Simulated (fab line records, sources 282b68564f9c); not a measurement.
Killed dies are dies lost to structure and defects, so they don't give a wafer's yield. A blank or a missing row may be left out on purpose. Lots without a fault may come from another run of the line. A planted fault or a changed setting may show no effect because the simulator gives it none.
fab line records | flow rit_cmos | part 1 of 2: steps 1 to 33 of 45
record lots=5 wafers=15 last_day=7
route steps=202 shown PRETRO@73 GATE@75 FOX2@80 REOX@98 NLDD@103 PLDD@114
lots that met no fault: from a run of the same line without faults
start_h: hours from the record's first day to the start of the lot's first wafer shown | wait_h: hours since the lot's step before | " the same as in the row above | L1.1+2: a row that stands for several wafers | - no value, or no start given | * or withheld: withheld | < > ~ a bound
route shown NAME@n: a module of which the file shows steps, and the number in the route of the first | usual: mean/standard deviation of fault-free wafers | same: alike in all rows | chamber/n: place in a boat | sites: the reading at each site | _std_site: their standard deviation | _edge_site: outer sites' mean less inner sites' | radius_mm: how far each site lies from the wafer's centre | mask NAME#n: copy n | behind: the tool/chamber that last shaped the wafer | hold: why the lot was held/for how many hours/how that ended | device: the transistor (n, p or np) that didn't switch | end of line: the same wafers' tests at the end of the route | a step without rows: its recipe alone | killed: dies lost to structure and defects at the first sort, not the wafer's yield | map: a wafer's dies, x killed, . not, _ none there
set.NAME: the setting as run; set.NAME@STEP: as run at that earlier step | model.NAME: the simulator's own value behind a step, which no gauge read
lots at some steps of the route; a table a step, a row a wafer
services: from which hour (start_h, from the record's first day; less than 0 if before it) a tool's chamber was out of use, for how many hours, and why
## steps
# step RIT_PRETRO_STRIP_09
# recipe chemistry=O2 time_s=180 resist=NOVOLAK platen_temp_c=withheld power_w=500 pressure_mtorr=4000 o2_flow_sccm=4000
# usual drypump_motor_current_A=5.6/0.35
# columns lot.wafer tool chamber start_h wait_h drypump_motor_current_A rf_hours_counter_h
L074.3 plasma_asher-02 0 33.05 0.1 6.1 -
L074.4 " 1 " " 5.5 -
L074.6 " 0 " " 6.1 -
L083.2 plasma_asher-04 1 77.94 0.1 5.3 28
L083.3 " 1 " " 5.3 -
L083.6 " 0 " " 5.5 -
L089.1 plasma_asher-04 1 107.93 0.1 5.2 31
L089.2 " 0 " " 5.4 31
L089.5 " 0 " " 5.5 -
L093.3 plasma_asher-01 0 126.05 0.1 5.5 -
L093.4 " 1 " " 6.2 -
L093.6 " 1 " " 6.1 -
L097.3 plasma_asher-04 0 146.17 0.1 5.5 -
L097.5 " 1 " " 5.3 -
L097.6 " 0 " " 5.5 -
# step RIT_PRETRO_TW_MEAS_10
# usual PRETRO_TW=474.6/3
# columns lot.wafer tool chamber start_h wait_h PRETRO_TW
L074.3 film_metro-02 - 33.19 0.1 470.9
L074.4 " - " " 476.7
L074.6 " - " " 473.2
L083.2 film_metro-04 - 78.13 0.1 474.8
L083.3 " - " " 475.0
L083.6 " - " " 474.4
L089.1 film_metro-02 - 108.11 0.1 470.9
L089.2 " - " " 471.2
L089.5 " - " " 472.3
L093.3 film_metro-01 - 126.19 0.1 474.4
L093.4 " - " " 474.0
L093.6 " - " " 474.1
L097.3 film_metro-04 - 146.31 0.1 473.9
L097.5 " - " " 474.5
L097.6 " - " " 476.7
# step RIT_GATE_WET_ETCH_00
# recipe chemistry=BOE target=SiO2 target_depth_nm=56 time_s=60 dry=n2_spin dilution=10:1 temp_c=21.5
# columns lot.wafer tool chamber start_h wait_h
L074.3+4+6 wet_bench-04 0 33.23 0.0
L083.2+3+6 wet_bench-02 2 78.18 0.0
L089.1+2+5 wet_bench-04 1 108.17 0.1
L093.3+4+6 wet_bench-04 2 126.23 0.0
L097.3+5+6 wet_bench-04 1 146.35 0.0
# step RIT_GATE_CLEAN_01
# recipe chemistry=SC1 mix=3:3:50 time_s=600 temp_c=75
# columns lot.wafer tool chamber start_h wait_h
L074.3+4+6 wet_bench-01 1 33.26 0.0
L083.2+3+6 wet_bench-04 2 78.21 0.0
L089.1+2+5 wet_bench-01 0 108.19 0.0
L093.3+4+6 wet_bench-01 3 126.28 0.0
L097.3+5+6 wet_bench-01 0 146.38 0.0
# step RIT_GATE_CLEAN_02
# recipe chemistry=dHF dilution=50:1 time_s=30
# columns lot.wafer tool chamber start_h wait_h
L074.3+4+6 wet_bench-02 2 33.46 0.0
L083.2+3+6 wet_bench-01 2 78.38 0.0
L089.1+2+5 wet_bench-04 1 108.37 0.0
L093.3+4+6 wet_bench-04 3 126.47 0.0
L097.3+5+6 wet_bench-04 1 146.55 0.0
# step RIT_GATE_CLEAN_03
# recipe chemistry=SC2 mix=3:3:50 time_s=600 temp_c=75 dry=n2_spin
# columns lot.wafer tool chamber start_h wait_h
L074.3+4+6 wet_bench-04 3 33.48 0.0
L083.2+3+6 wet_bench-04 1 78.40 0.0
L089.1+2+5 wet_bench-01 1 108.39 0.0
L093.3+4+6 wet_bench-04 0 126.50 0.0
L097.3+5+6 wet_bench-01 3 146.57 0.0
# step RIT_GATE_CLEAN_04
# recipe chemistry=dHF dilution=50:1 time_s=60 dry=n2_spin
# columns lot.wafer tool chamber start_h wait_h
L074.3+4+6 wet_bench-01 0 33.66 0.0
L083.2+3+6 wet_bench-02 1 78.57 0.0
L089.1+2+5 wet_bench-01 3 108.56 0.0
L093.3+4+6 wet_bench-01 2 126.85 0.0
L097.3+5+6 wet_bench-04 0 146.74 0.0
# step RIT_FOX2_THK_MEAS_91
# recipe reads=SiO2_of_FOX2_OXIDATION_00
# usual FIELD_OXIDE_LEFT_2_THK=254/6.2
# columns lot.wafer tool chamber start_h wait_h FIELD_OXIDE_LEFT_2_THK[nm]
L074.3 film_metro-02 - 33.70 0.0 261
L074.4 " - " " 255
L074.6 " - " " 261
L083.2 film_metro-01 - 78.61 0.0 246
L083.3 " - " " 244
L083.6 " - " " 243
L089.1 film_metro-01 - 108.59 0.0 258
L089.2 " - " " 257
L089.5 " - " " 257
L093.3 film_metro-02 - 126.90 0.0 256
L093.4 " - " " 250
L093.6 " - " " 246
L097.3 film_metro-03 - 146.79 0.0 252
L097.5 " - " " 251
L097.6 " - " " 255
# step RIT_GATE_OXIDATION_05
# recipe temp_c=900 ambient=O2 target_thk_a=30 ox_time_s=270
# usual tube_center_temp_C=900/0.076
# columns lot.wafer tool chamber start_h wait_h tube_center_temp_C
L074.3 furnace-04 0 33.74 0.0 900.06
L074.4 " 0 " " 900.1
L074.6 " 0 " " 900.05
L083.2 furnace-02 0 78.66 0.0 899.94
L083.3 " 0 " " 900.01
L083.6 " 0 " " 899.89
L089.1 furnace-04 0 108.65 0.1 900.07
L089.2 " 0 " " 900
L089.5 " 0 " " 899.97
L093.3 furnace-02 0 127.05 0.1 899.96
L093.4 " 0 " " 899.89
L093.6 " 0 " " 899.91
L097.3 furnace-02 0 146.90 0.1 900.02
L097.5 " 0 " " 899.87
L097.6 " 0 " " 900.08
# step RIT_GATE_ANNEAL_06
# recipe temp_c=900 time_s=600 ambient=N2O
# usual tube_center_temp_C=900.01/0.086
# columns lot.wafer tool chamber start_h wait_h tube_center_temp_C
L074.3 furnace-04 0 34.82 0.0 900.07
L074.4 " 0 " " 899.89
L074.6 " 0 " " 900.08
L083.2 furnace-04 0 79.74 0.0 899.75
L083.3 " 0 " " 899.93
L083.6 " 0 " " 900.12
L089.1 furnace-01 0 109.72 0.0 899.86
L089.2 " 0 " " 900.11
L089.5 " 0 " " 899.91
L093.3 furnace-01 0 128.39 0.3 900
L093.4 " 0 " " 899.91
L093.6 " 0 " " 900.1
L097.3 furnace-02 0 147.98 0.0 900.08
L097.5 " 0 " " 899.93
L097.6 " 0 " " 900.04
# step RIT_GATE_THK_MEAS_07
# recipe reads=SiO2_of_GATE_OXIDATION_05
# usual GATE_OXIDE_THK=3.01/0.056
# columns lot.wafer tool chamber start_h wait_h GATE_OXIDE_THK[nm]
L074.3 film_metro-01 - 35.09 0.0 3.01
L074.4 " - " " 3.02
L074.6 " - " " 3.04
L083.2 film_metro-02 - 80.00 0.0 3.04
L083.3 " - " " 3.03
L083.6 " - " " 3.07
L089.1 film_metro-02 - 109.97 0.0 2.93
L089.2 " - " " 2.84
L089.5 " - " " 2.97
L093.3 film_metro-02 - 128.66 0.0 3.02
L093.4 " - " " 2.98
L093.6 " - " " 3.01
L097.3 film_metro-02 - 148.25 0.0 3.14
L097.5 " - " " 3.02
L097.6 " - " " 3.01
# step RIT_GATE_CVD_08
# recipe material=poly-Si target_thk_nm=250 temp_c=610 precursor=SiH4 time_s=2220 pressure_mtorr=300 sih4_flow_sccm=100
# columns lot.wafer tool chamber start_h wait_h
L074.3+4+6 lpcvd-01 1 35.13 0.0
L083.2+3+6 lpcvd-02 1 80.05 0.0
L089.1+2+5 lpcvd-02 0 110.03 0.1
L093.3+4+6 lpcvd-02 1 128.70 0.0
L097.3+5+6 lpcvd-01 1 148.53 0.3
# step RIT_GATE_THK_MEAS_09
# recipe reads=poly-Si_of_GATE_CVD_08
# usual GATE_POLY_THK=250.9/2.1
# columns lot.wafer tool chamber start_h wait_h GATE_POLY_THK[nm]
L074.3 film_metro-01 - 36.76 0.0 251.9
L074.4 " - " " 250.4
L074.6 " - " " 253.3
L083.2 film_metro-03 - 81.68 0.0 250.7
L083.3 " - " " 250.7
L083.6 " - " " 250.9
L089.1 film_metro-03 - 111.65 0.0 249.7
L089.2 " - " " 247.4
L089.5 " - " " 248.2
L093.3 film_metro-02 - 130.34 0.0 250.3
L093.4 " - " " 253.5
L093.6 " - " " 253.5
L097.3 film_metro-02 - 150.17 0.0 251.3
L097.5 " - " " 249.6
L097.6 " - " " 250.9
# step RIT_GATE_HMDS_10
# recipe prime_time_s=60 prime_temp_c=140
# same prime_time_s=60
# columns lot.wafer tool chamber start_h wait_h
L074.3+4+6 litho_track-01 0 36.97 0.2
L083.2+3+6 litho_track-03 0 81.75 0.1
L089.1+2+5 litho_track-02 0 111.71 0.1
L093.3+4+6 litho_track-03 0 130.59 0.2
L097.3+5+6 litho_track-03 0 150.26 0.1
# step RIT_GATE_COAT_11
# recipe resist=NOVOLAK spin_rpm=4250 resist_thk_nm=850
# usual dispense_pressure_kPa=47/4.6 spin_speed_rpm=4249.7/2.9
# columns lot.wafer tool chamber start_h wait_h dispense_pressure_kPa spin_speed_rpm
L074.3 litho_track-01 0 37.12 0.1 45 4250.7
L074.4 " 0 " " 45 4250.1
L074.6 " 0 " " 45 4250.6
L083.2 litho_track-03 0 81.90 0.1 43 4247.0
L083.3 " 0 " " 43 4249.6
L083.6 " 0 " " 43 4248.8
L089.1 litho_track-02 0 111.86 0.1 54 4248.4
L089.2 " 0 " " 54 4248.2
L089.5 " 0 " " 54 4245.6
L093.3 litho_track-03 0 130.74 0.1 43 4247.0
L093.4 " 0 " " 43 4249.6
L093.6 " 0 " " 43 4251.3
L097.3 litho_track-03 0 150.41 0.1 43 4249.2
L097.5 " 0 " " 43 4249.5
L097.6 " 0 " " 43 4250.1
# step RIT_GATE_SOFTBAKE_12
# recipe resist=NOVOLAK temp_c=90 time_s=60
# columns lot.wafer tool chamber start_h wait_h
L074.3+4+6 litho_track-01 0 37.27 0.1
L083.2+3+6 litho_track-03 0 82.05 0.1
L089.1+2+5 litho_track-02 0 112.01 0.1
L093.3+4+6 litho_track-03 0 130.89 0.1
L097.3+5+6 litho_track-03 0 150.56 0.1
# step RIT_GATE_EXPOSE_13
# recipe mask_id=M6 na=0.6 source_shape=conventional sigma_outer=0.6 target_cd_nm=150 dose_mj=380
# usual stage_vel_mm_s=499.98/0.24
# columns lot.wafer tool chamber start_h wait_h mask stage_vel_mm_s
L074.3 iline_stepper-01 0 37.41 0.1 M6#0 499.90
L074.4 " 0 " " M6#0 500.01
L074.6 " 0 " " M6#0 500.03
L083.2 iline_stepper-01 0 82.36 0.3 M6#0 500.05
L083.3 " 0 " " M6#0 500.53
L083.6 " 0 " " M6#0 500.08
L089.1 iline_stepper-01 0 112.28 0.2 M6#0 500.21
L089.2 " 0 " " M6#0 500.00
L089.5 " 0 " " M6#0 499.96
L093.3 iline_stepper-02 0 131.23 0.3 M6#0 500.35
L093.4 " 0 " " M6#0 499.84
L093.6 " 0 " " M6#0 499.92
L097.3 iline_stepper-02 0 150.82 0.2 M6#0 500.07
L097.5 " 0 " " M6#0 499.57
L097.6 " 0 " " M6#0 499.92
# step RIT_GATE_PEB_14
# recipe resist=NOVOLAK temp_c=withheld time_s=withheld
# columns lot.wafer tool chamber start_h wait_h
L074.3+4+6 litho_track-02 0 37.54 0.1
L083.2+3+6 litho_track-01 0 82.48 0.1
L089.1+2+5 litho_track-02 0 112.40 0.1
L093.3+4+6 litho_track-01 0 131.47 0.2
L097.3+5+6 litho_track-02 0 150.95 0.1
# step RIT_GATE_DEVELOP_15
# recipe resist=NOVOLAK develop_time_s=50 dev_temp_c=23
# columns lot.wafer tool chamber start_h wait_h
L074.3+4+6 litho_track-02 0 - -
L083.2+3+6 litho_track-01 0 - -
L089.1+2+5 litho_track-02 0 - -
L093.3+4+6 litho_track-01 0 - -
L097.3+5+6 litho_track-02 0 - -
# step RIT_GATE_CD_MEAS_16
# recipe target_cd_nm=150
# usual cd_nm=150.6/2.6
# columns lot.wafer tool chamber start_h wait_h cd_nm
L074.3 cd_sem-01 - 37.81 - 150.8
L074.4 " - " " 150.6
L074.6 " - " " 152.5
L083.2 cd_sem-01 - 82.76 - 150.3
L083.3 " - " " 152.6
L083.6 " - " " 151.5
L089.1 cd_sem-01 - 112.68 - 151.1
L089.2 " - " " 152.6
L089.5 " - " " 151.1
L093.3 cd_sem-01 - 131.75 - 156.4
L093.4 " - " " 155.2
L093.6 " - " " 154.0
L097.3 cd_sem-02 - 151.22 - 154.9
L097.5 " - " " 152.6
L097.6 " - " " 152.7
# step RIT_GATE_OVL_MEAS_17
# usual GATE_OVL=-1.9/1.5
# columns lot.wafer tool chamber start_h wait_h GATE_OVL[nm]
L074.3 overlay-01 - 37.91 0.1 -0.9
L074.4 " - " " -2.0
L074.6 " - " " -2.6
L083.2 overlay-01 - 82.87 0.1 -1.0
L083.3 " - " " -1.9
L083.6 " - " " 1.3
L089.1 overlay-01 - 112.80 0.1 -1.7
L089.2 " - " " -3.3
L089.5 " - " " -0.6
L093.3 overlay-02 - 131.84 0.1 -2.3
L093.4 " - " " -0.3
L093.6 " - " " -2.3
L097.3 overlay-02 - 151.31 0.1 -2.1
L097.5 " - " " -4.4
L097.6 " - " " -3.2
# step RIT_GATE_HARDBAKE_18
# recipe resist=NOVOLAK temp_c=140 time_s=60
# columns lot.wafer tool chamber start_h wait_h
L074.3+4+6 litho_track-02 0 37.98 0.1
L083.2+3+6 litho_track-01 0 82.92 0.0
L089.1+2+5 litho_track-03 0 112.84 0.0
L093.3+4+6 litho_track-01 0 131.94 0.1
L097.3+5+6 litho_track-03 0 151.39 0.1
# step RIT_GATE_ETCH_19
# recipe chemistry=SF6/CHF3/O2 time_s=165 SF6_flow_sccm=30 CHF3_flow_sccm=30 O2_flow_sccm=5 target=poly-Si pressure_mtorr=40 rf_w=160 target_depth_a=3125 over_etch_frac=0.25 stop_on=SiO2
# usual drypump_motor_current_A=5.6/0.55 oes_product_au=0.852/0.0098 throttle_valve_pct=10.22/0.16
# columns lot.wafer tool chamber start_h wait_h drypump_motor_current_A oes_product_au rf_hours_counter_h throttle_valve_pct
L074.3 rie_si-01 3 38.08 0.1 6.3 0.853 5 10.03
L074.4 " 2 " " 5.6 0.844 158 10.08
L074.6 " 2 " " 5.5 0.855 - 10.09
L083.2 rie_si-02 3 83.05 0.1 5.1 0.857 152 10.12
L083.3 " 1 " " 4.8 0.852 75 10.27
L083.6 " 1 " " 4.8 0.846 - 10.26
L089.1 rie_si-02 1 112.99 0.1 4.8 0.850 75 10.26
L089.2 " 2 " " 4.9 0.847 90 10.18
L089.5 " 1 " " 4.8 0.850 - 10.26
L093.3 rie_si-02 3 132.04 0.1 5.1 0.842 0 10.11
L093.4 " 0 " " 5.9 0.872 108 10.15
L093.6 " 3 " " 5.1 0.856 - 10.10
L097.3 rie_si-02 0 151.49 0.1 6.0 0.853 108 10.14
L097.5 " 2 " " 4.9 0.846 - 10.18
L097.6 " 1 " " 4.8 0.841 - 10.26
# step RIT_GATE_STRIP_20
# recipe chemistry=O2 time_s=180 resist=NOVOLAK platen_temp_c=withheld power_w=500 pressure_mtorr=4000 o2_flow_sccm=4000
# usual drypump_motor_current_A=5.6/0.39
# columns lot.wafer tool chamber start_h wait_h drypump_motor_current_A rf_hours_counter_h
L074.3 plasma_asher-02 1 38.25 0.1 5.5 -
L074.4 " 0 " " 6.1 -
L074.6 " 1 " " 5.5 -
L083.2 plasma_asher-03 1 83.16 0.1 5.1 46
L083.3 " 1 " " 5.1 -
L083.6 " 1 " " 5.1 -
L089.1 plasma_asher-02 0 113.10 0.1 6.1 46
L089.2 " 1 " " 5.5 46
L089.5 " 0 " " 6.1 -
L093.3 plasma_asher-01 1 132.21 0.1 6.2 -
L093.4 " 0 " " 5.5 -
L093.6 " 1 " " 6.1 -
L097.3 plasma_asher-03 1 151.65 0.1 5.0 -
L097.5 " 1 " " 5.1 -
L097.6 " 0 " " 5.4 -
# step RIT_GATE_CD_MEAS_90
# recipe target_cd_nm=150
# usual cd_nm=150.6/2.6
# columns lot.wafer tool chamber start_h wait_h cd_nm
L074.3 cd_sem-01 - 38.40 0.1 150.7
L074.4 " - " " 150.9
L074.6 " - " " 152.6
L083.2 cd_sem-02 - 83.35 0.1 150.5
L083.3 " - " " 152.9
L083.6 " - " " 151.6
L089.1 cd_sem-02 - 113.27 0.1 150.7
L089.2 " - " " 152.5
L089.5 " - " " 150.6
L093.3 cd_sem-01 - 132.37 0.1 156.3
L093.4 " - " " 155.3
L093.6 " - " " 154.2
L097.3 cd_sem-01 - 151.81 0.1 155.1
L097.5 " - " " 152.2
L097.6 " - " " 152.5
# step RIT_REOX_CLEAN_00
# recipe chemistry=SC1 mix=3:3:50 time_s=600 temp_c=75
# columns lot.wafer tool chamber start_h wait_h
L074.3+4+6 wet_bench-02 3 38.48 0.1
L083.2+3+6 wet_bench-02 0 83.45 0.1
L089.1+2+5 wet_bench-03 1 113.39 0.1
L093.3+4+6 wet_bench-01 0 132.45 0.1
L097.3+5+6 wet_bench-01 3 151.89 0.1
# step RIT_REOX_CLEAN_01
# recipe chemistry=dHF dilution=50:1 time_s=30
# columns lot.wafer tool chamber start_h wait_h
L074.3+4+6 wet_bench-03 3 38.66 0.0
L083.2+3+6 wet_bench-01 1 83.64 0.0
L089.1+2+5 wet_bench-03 3 113.58 0.0
L093.3+4+6 wet_bench-01 1 132.62 0.0
L097.3+5+6 wet_bench-03 1 152.07 0.0
# step RIT_REOX_CLEAN_02
# recipe chemistry=SC2 mix=3:3:50 time_s=600 temp_c=75 dry=n2_spin
# columns lot.wafer tool chamber start_h wait_h
L074.3+4+6 wet_bench-02 1 38.68 0.0
L083.2+3+6 wet_bench-02 2 83.66 0.0
L089.1+2+5 wet_bench-03 3 113.60 0.0
L093.3+4+6 wet_bench-01 1 132.64 0.0
L097.3+5+6 wet_bench-01 1 152.08 0.0
# step RIT_REOX_OXIDATION_03
# recipe temp_c=900 ambient=O2 target_thk_a=252 ox_time_s=5580
# usual tube_center_temp_C=900/0.086
# columns lot.wafer tool chamber start_h wait_h tube_center_temp_C
L074.3 furnace-04 0 39.34 0.5 899.9
L074.4 " 0 " " 899.89
L074.6 " 0 " " 899.87
L083.2 furnace-04 0 83.85 0.0 900.11
L083.3 " 0 " " 900.05
L083.6 " 0 " " 900.02
L089.1 furnace-04 0 113.79 0.0 899.95
L089.2 " 0 " " 899.94
L089.5 " 0 " " 900.01
L093.3 furnace-03 0 133.31 0.5 899.97
L093.4 " 0 " " 899.89
L093.6 " 0 " " 900.12
L097.3 furnace-01 0 152.82 0.6 900.14
L097.5 " 0 " " 899.83
L097.6 " 0 " " 899.89
# step RIT_REOX_THK_MEAS_04
# recipe reads=SiO2_of_REOX_OXIDATION_03
# usual REOX_OXIDE_THK=25.0/0.51
# columns lot.wafer tool chamber start_h wait_h REOX_OXIDE_THK[nm]
L074.3 film_metro-04 - 41.91 0.0 24.7
L074.4 " - " " 25.0
L074.6 " - " " 24.9
L083.2 film_metro-02 - 86.41 0.0 24.6
L083.3 " - " " 25.1
L083.6 " - " " 24.5
L089.1 film_metro-03 - 116.34 0.0 25.4
L089.2 " - " " 24.9
L089.5 " - " " 25.1
L093.3 film_metro-04 - 135.88 0.0 25.6
L093.4 " - " " 25.5
L093.6 " - " " 25.6
L097.3 film_metro-03 - 155.39 0.0 24.9
L097.5 " - " " 25.0
L097.6 " - " " 24.7
# step RIT_NLDD_HMDS_00
# recipe prime_time_s=60 prime_temp_c=140
# same prime_time_s=60
# columns lot.wafer tool chamber start_h wait_h
L074.3+4+6 litho_track-04 0 42.00 0.1
L083.2+3+6 litho_track-01 0 86.49 0.1
L089.1+2+5 litho_track-04 0 116.40 0.1
L093.3+4+6 litho_track-03 0 136.13 0.2
L097.3+5+6 litho_track-04 0 155.48 0.1
# step RIT_NLDD_COAT_01
# recipe resist=NOVOLAK spin_rpm=3250 resist_thk_nm=1000
# usual dispense_pressure_kPa=50/6.8 spin_speed_rpm=3250.0/2.1
# columns lot.wafer tool chamber start_h wait_h dispense_pressure_kPa spin_speed_rpm
L074.3 litho_track-04 0 42.15 0.1 58 3250.5
L074.4 " 0 " " 58 3249.8
L074.6 " 0 " " 58 3249.9
L083.2 litho_track-01 0 86.64 0.1 45 3247.7
L083.3 " 0 " " 45 3244.8
L083.6 " 0 " " 45 3246.4
L089.1 litho_track-04 0 116.55 0.1 58 3248.0
L089.2 " 0 " " 58 3249.6
L089.5 " 0 " " 58 3251.6
L093.3 litho_track-03 0 136.28 0.1 43 3253.0
L093.4 " 0 " " 43 3251.9
L093.6 " 0 " " 43 3253.2
L097.3 litho_track-04 0 155.63 0.1 58 3251.3
L097.5 " 0 " " 58 3247.1
L097.6 " 0 " " 58 3247.7
# step RIT_NLDD_SOFTBAKE_02
# recipe resist=NOVOLAK temp_c=90 time_s=60
# columns lot.wafer tool chamber start_h wait_h
L074.3+4+6 litho_track-04 0 42.30 0.1
L083.2+3+6 litho_track-01 0 86.79 0.1
L089.1+2+5 litho_track-04 0 116.70 0.1
L093.3+4+6 litho_track-03 0 136.43 0.1
L097.3+5+6 litho_track-04 0 155.78 0.1
